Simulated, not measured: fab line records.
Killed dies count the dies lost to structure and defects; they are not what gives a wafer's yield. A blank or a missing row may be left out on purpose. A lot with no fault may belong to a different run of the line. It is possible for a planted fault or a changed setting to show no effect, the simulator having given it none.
The same fault as seen by 2 desks :: flow rit cmos :: numbers are kept per desk, each desk with only its own; the story behind them comes last

METROLOGY DESK
What the gauges read for every lot (on any tool): the sampled wafers with a number, averaged. If a lot's mean is further than 4 standard deviations from the usual mean, the lot is out of limits and carries the mark OUT (the distance appears in the brackets).
Columns: A = NLDD_OVL at RIT_NLDD_OVL_MEAS_06, usual -0.6 nm; B = NLDD_TW at RIT_NLDD_TW_MEAS_10, usual 2507; C = PLDD_OVL at RIT_PLDD_OVL_MEAS_06, usual -0.2 nm
lot: L748
first seen here: day 5 01:58
A: -3.2
B: 2506
C: -1.0

lot: L749
first seen here: day 5 04:52
A: 2.1
B: 2508
C: -0.8

lot: L751
first seen here: day 5 17:48
A: 1.3
B: 2504
C: -0.3

lot: L752
first seen here: day 5 20:35
A: 0.3
B: 2519
C: 1.5

lot: L754
first seen here: day 6 07:57
A: -0.9
B: 2516
C: -0.4

lot: L759
first seen here: day 7 08:08
A: -0.5
B: 2516
C: 1.1

lot: L760
first seen here: day 7 12:52
A: -0.8
B: 2511
C: -0.5
This desk's verdict: no lot among the 7 shows anything out of limits.

TOOL OWNER'S DESK, litho track-02
The tool's own readings at RIT_PLDD_COAT_01 (resist thk 1000 nm): means of the sampled wafers that have a number, for each lot that ran on this tool. If a lot's mean is further than 4 standard deviations from the usual mean, the lot is out of limits and carries the mark OUT (the distance appears in the brackets).
Columns: A = exhaust pa at RIT_PLDD_COAT_01, usual 44.8 Pa
lot: L748
first seen here: day 5 02:44
A: 45.5

lot: L749
first seen here: day 5 05:37
A: 44.0

lot: L751
first seen here: day 5 18:32
A: 44.6

lot: L752
first seen here: day 5 21:19
A: 44.1

lot: L754
first seen here: day 6 08:43
A: 45.5
This desk's verdict: no lot among the 5 shows anything out of limits.

TAKEN TOGETHER
Metrology desk: nothing out of limits seen.
The desk of the tool owner found nothing out of limits.

WHAT THE SIMULATOR HAD INSERTED
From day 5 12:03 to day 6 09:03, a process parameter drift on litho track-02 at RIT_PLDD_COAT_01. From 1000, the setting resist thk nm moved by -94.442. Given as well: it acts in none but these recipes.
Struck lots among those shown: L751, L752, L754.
